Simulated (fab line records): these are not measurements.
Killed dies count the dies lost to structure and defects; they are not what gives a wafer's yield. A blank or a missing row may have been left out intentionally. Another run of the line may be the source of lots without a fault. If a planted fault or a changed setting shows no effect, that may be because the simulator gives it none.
What tool caused it? | flow ritCmos | 15 lots with 45 wafers sampled at 5 steps, on a route of 202 steps

== WHAT THE GAUGES READ, wafer by wafer ==
RIT_ACTIVE_THK_MEAS_04.
lot  | measured    | on           | ACTIVE_NITRIDE_THK (nm)
L485 | day 1 13:34 | filmMetro-02 | 148.9 150.5 149.4
L486 | day 1 18:33 | filmMetro-03 | 149.8 150.6 151.0
L487 | day 2 00:46 | filmMetro-03 | 149.0 148.0 148.2
L492 | day 3 00:32 | filmMetro-04 | 150.8 151.6 152.0
L497 | day 4 01:32 | filmMetro-04 | 149.8 148.7 150.4
L498 | day 4 06:37 | filmMetro-02 | 149.5 149.1 147.6
L499 | day 4 11:33 | filmMetro-02 | 149.7 149.2 148.0
L500 | day 4 16:32 | filmMetro-02 | 150.3 149.5 151.2
L501 | day 4 21:34 | filmMetro-04 | 149.2 148.3 148.0
L502 | day 5 02:32 | filmMetro-03 | 149.9 148.2 148.4
L503 | day 5 07:32 | filmMetro-02 | 149.0 148.7 149.7
L505 | day 5 18:01 | filmMetro-04 | 147.8 148.2 148.8
L506 | day 5 22:32 | filmMetro-04 | 151.9 150.6 150.5
L507 | day 6 03:32 | filmMetro-02 | 150.2 150.8 150.6
L508 | day 6 10:16 | filmMetro-02 | 150.2 151.4 151.0

RIT_GATE_OVL_MEAS_17.
lot  | measured    | on         | GATE_OVL (nm)
L485 | day 2 13:41 | overlay-01 | -1.1 0.7 1.4
L486 | day 2 20:18 | overlay-01 | 1.9 1.1 2.3
L487 | day 2 23:32 | overlay-01 | 3.5 1.2 0.1
L492 | day 3 23:41 | overlay-01 | 0.3 1.0 1.0
L497 | day 5 01:07 | overlay-02 | -0.8 -1.6 0.3
L498 | day 5 06:22 | overlay-01 | 1.1 1.5 1.8
L499 | day 5 10:19 | overlay-01 | 3.8 2.5 1.0
L500 | day 5 19:43 | overlay-01 | 2.0 2.0 2.5
L501 | day 5 20:53 | overlay-01 | 2.1 1.3 1.7
L502 | day 6 01:37 | overlay-02 | 0.0 -1.6 -0.9
L503 | day 6 13:00 | overlay-02 | 1.8 -0.6 0.6
L505 | day 6 21:11 | overlay-01 | 2.2 0.3 0.0
L506 | day 7 00:58 | overlay-01 | 1.0 0.5 2.5
L507 | day 7 02:20 | overlay-02 | 1.1 1.6 2.4
L508 | day 7 08:46 | overlay-02 | 2.0 -0.8 -0.1

RIT_CONTACT_CD_MEAS_08: the cd target is 1000 nm.
lot  | measured    | on       | cdNm (nm)
L485 | day 3 04:31 | cdSem-02 | 1000.6 1000.3 1000.6
L486 | day 3 11:06 | cdSem-01 | 1002.4 1000.0 1002.8
L487 | day 3 15:56 | cdSem-02 | 995.8 994.5 997.0
L492 | day 4 14:23 | cdSem-02 | 999.0 1000.3 999.2
L497 | day 5 16:14 | cdSem-01 | - - -
L498 | day 5 21:29 | cdSem-02 | - - -
L499 | day 6 04:17 | cdSem-02 | - - -
L500 | day 6 11:20 | cdSem-01 | 999.7 998.5 999.2
L501 | day 6 11:46 | cdSem-02 | 998.7 998.1 996.5
L502 | day 6 17:42 | cdSem-02 | 996.6 998.0 998.9
L503 | day 7 03:54 | cdSem-01 | 1002.5 1004.2 1001.9
L505 | day 7 11:59 | cdSem-02 | 999.1 999.2 999.7
L506 | day 7 15:40 | cdSem-02 | 998.3 996.1 1000.2
L507 | day 7 17:29 | cdSem-02 | 1000.4 1000.1 999.8
L508 | day 7 23:23 | cdSem-02 | 999.8 1001.1 1002.1

== EACH LOT AND THE TOOL THAT RAN IT (in order: tool; ch and the chambers of the sampled wafers; start) ==
lot  | RIT_SILICIDE_RTA_06            | RIT_CONTACT_COAT_03
L485 | rtpAnneal-02 ch 0, day 3 03:09 | lithoTrack-01 ch 0, day 3 03:31
L486 | rtpAnneal-01 ch 0, day 3 09:47 | lithoTrack-01 ch 0, day 3 10:10
L487 | rtpAnneal-02 ch 0, day 3 14:40 | lithoTrack-01 ch 0, day 3 15:01
L492 | rtpAnneal-01 ch 0, day 4 13:14 | lithoTrack-01 ch 0, day 4 13:35
L497 | rtpAnneal-02 ch 0, day 5 14:55 | lithoTrack-01, day 5 15:19
L498 | rtpAnneal-01 ch 0, day 5 20:20 | lithoTrack-03, day 5 20:40
L499 | rtpAnneal-02 ch 0, day 6 03:08 | lithoTrack-02, day 6 03:29
L500 | rtpAnneal-02 ch 0, day 6 10:11 | lithoTrack-03 ch 0, day 6 10:32
L501 | rtpAnneal-02 ch 0, day 6 10:32 | lithoTrack-02 ch 0, day 6 10:58
L502 | rtpAnneal-01 ch 0, day 6 16:20 | lithoTrack-03 ch 0, day 6 16:40
L503 | rtpAnneal-02 ch 0, day 7 02:37 | lithoTrack-01 ch 0, day 7 02:58
L505 | rtpAnneal-02 ch 0, day 7 10:43 | lithoTrack-03 ch 0, day 7 11:03
L506 | rtpAnneal-01 ch 0, day 7 14:23 | lithoTrack-02 ch 0, day 7 14:43
L507 | rtpAnneal-02 ch 0, day 7 16:13 | lithoTrack-03 ch 0, day 7 16:33
L508 | rtpAnneal-01 ch 0, day 7 22:13 | lithoTrack-03 ch 0, day 7 22:35
- RIT_SILICIDE_RTA_06: time 10 s, ramp up 5 s, ramp down 10 s.
- RIT_CONTACT_COAT_03: resist thk 1000 nm.

== WHAT THE TOOLS THEMSELVES READ (means of the sampled wafers that have a number; where no wafer has one, the mark that the record gives instead) ==
RIT_SILICIDE_RTA_06.
lot  | tool         | wafer_temp_C_max
L485 | rtpAnneal-02 | 751.9
L486 | rtpAnneal-01 | 754.2
L487 | rtpAnneal-02 | 752.8
L492 | rtpAnneal-01 | 754.2
L497 | rtpAnneal-02 | 752.5
L498 | rtpAnneal-01 | 754.6
L499 | rtpAnneal-02 | 752.0
L500 | rtpAnneal-02 | 752.6
L501 | rtpAnneal-02 | 752.3
L502 | rtpAnneal-01 | 754.5
L503 | rtpAnneal-02 | 752.0
L505 | rtpAnneal-02 | 752.5
L506 | rtpAnneal-01 | 754.6
L507 | rtpAnneal-02 | 752.7
L508 | rtpAnneal-01 | 755.0

RIT_CONTACT_COAT_03.
lot  | tool          | chillPlateTempC (C) | dispensePressureKPa (kPa)
L485 | lithoTrack-01 | 22.98               | 50.5
L486 | lithoTrack-01 | 23.09               | 50.4
L487 | lithoTrack-01 | 22.94               | 50.4
L492 | lithoTrack-01 | 23.07               | 50.5
L497 | lithoTrack-01 | -                   | -
L498 | lithoTrack-03 | -                   | -
L499 | lithoTrack-02 | -                   | -
L500 | lithoTrack-03 | 23.18               | 52.1
L501 | lithoTrack-02 | 22.90               | 54.3
L502 | lithoTrack-03 | 22.97               | 52.1
L503 | lithoTrack-01 | 22.94               | 50.5
L505 | lithoTrack-03 | 22.99               | 52.1
L506 | lithoTrack-02 | 22.98               | 54.2
L507 | lithoTrack-03 | 22.88               | 52.1
L508 | lithoTrack-03 | 22.92               | 52.1

== THE ANSWER, worked out from the rows above alone ==
Rule: the usual values come from the lots themselves. Put in order of their means at a reading, lots are off if they are a third of the lots or fewer, leave a main group of 4 or more, and stand apart from it by a gap of 3 or more times the standard deviation of the main group's means; of several such gaps the widest counts. A main group whose means are all the same, to the digits that the tables above print for the reading, isn't used. Also off: a lot with no number at a reading for which 4 or more lots have one. All remaining lots with rows at the step are treated as sound. After the gauges, taken in route order, come the tools' own readings; for these a lot's mean is taken, as printed above. The first step at which some lot is off is used, and at that step the reading that is off furthest; a lot without a number counts as furthest.
Off at RIT_CONTACT_CD_MEAS_08 (cdNm): L497, L498, L499. Without a number there: L497, L498, L499. Main group: mean 999.5 nm, sd 1.9.
If a tool, at a process step before that reading, ran all the lots that are off and no sound lot after the first of them, it fits. Not tried: the gauges at RIT_CONTACT_CD_MEAS_08; whatever is off there is also off at RIT_CONTACT_COAT_03, on other tools, and gauge error can't account for it. No candidate that was tried fits.

== WHAT THE SIMULATOR HAD INSERTED ==
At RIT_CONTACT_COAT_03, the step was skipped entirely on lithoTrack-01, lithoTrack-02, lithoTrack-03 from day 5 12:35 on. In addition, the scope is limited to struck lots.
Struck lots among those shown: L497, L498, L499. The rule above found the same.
